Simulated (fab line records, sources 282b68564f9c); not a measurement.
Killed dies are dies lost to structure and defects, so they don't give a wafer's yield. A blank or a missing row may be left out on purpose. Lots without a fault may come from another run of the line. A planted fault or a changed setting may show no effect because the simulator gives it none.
Problem report in the 8D (eight disciplines) form, filled by code | flow rit_cmos | the parts of the form that need people (team, actions taken, sign-off) are left out

1. THE PROBLEM
GATE_POLY_THK at RIT_GATE_THK_MEAS_09 reads a mean of 157.8 nm on 6 wafers of 2 lots; wafers without a fault read 249.0 nm with a standard deviation of 2.3. That is -40 standard deviations from the usual mean.
First seen on wafer L730.1, day 3 10:32, on film_metro-03. The record holds 42 wafers of 14 lots with a number at this step. Rule for "out", or "out of limits": more than 4 standard deviations from the usual mean. The other wafers with a number count as sound.

2. WHAT IT IS AND WHAT IT IS NOT
question                    | is                           | is not
which readings at this step | GATE_POLY_THK                | -
which lots                  | L730, L731                   | L727, L728, L729, L738, L740, L742, L744, L745, L746, L747, L748, L749
which wafers of those lots  | all that have a number       | -
read on which gauges        | film_metro-03, film_metro-04 | film_metro-02
when                        | from day 3 10:32             | up to then (9 sound wafers); but 27 sound wafers of L738, L740, L742, L744, L745, L746, L747, L748, L749 came after

3. SUSPECTS, AND WHAT RULES EACH OUT
Counting: a tool at a process step up to the reading stays a suspect if it ran every lot that is out and no sound lot after the first of them.
- the gauge at RIT_GATE_THK_MEAS_09: ruled out. The wafers that are out were read on 2 gauges (film_metro-03, film_metro-04).
- lpcvd-02 at RIT_GATE_CVD_08 (deposits poly-Si from SiH4, target thk 250 nm, time 2220 s): ruled out as a lasting fault. Sound lots L745, L746, L749 ran on it after its first lot that is out, L730 (day 3 08:55).
Left after counting: nothing in the record.

4. THE CAUSE (what the simulator had put in)
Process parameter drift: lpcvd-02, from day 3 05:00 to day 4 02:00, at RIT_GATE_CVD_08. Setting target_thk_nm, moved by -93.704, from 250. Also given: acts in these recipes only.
Counting ruled it out, wrongly: the rule takes a fault to strike every lot that its tool runs from its start on, and this one did not.

5. THE CHAIN OF EFFECTS, in route order
Each row: a reading whose mean over the struck wafers that have a number lies more than 3 standard deviations from the usual. Only readings for which the record gives a usual standard deviation are gone through. hours: the time from each lot's start at the first step in this table that gives one to its start at this step, as a median over the lots. sigmas: the change in usual standard deviations.
hours | step                 | reading        | usual      | on struck wafers | change | sigmas
0     | RIT_GATE_THK_MEAS_09 | GATE_POLY_THK  | 249.0 nm   | 157.8            | -91.2  | -40
1     | RIT_GATE_ETCH_19     | oes_product_au | 0.843 a.u. | 0.621            | -0.222 | -14
The process steps in it:
- RIT_GATE_ETCH_19: etches poly-Si in SF6/CHF3/O2, stops on SiO2, time 165 s, target depth 312.5 nm.

6. WHAT WOULD HAVE CAUGHT IT SOONER
In this record the first reading out of limits at a measuring or inspecting step was taken at day 3 10:32, 6 hours after the fault began at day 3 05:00.
Of the tool readings at RIT_GATE_CVD_08 for which the record gives a usual standard deviation, none was out on any struck wafer, so an alarm limit of 4 standard deviations on them would not have fired.
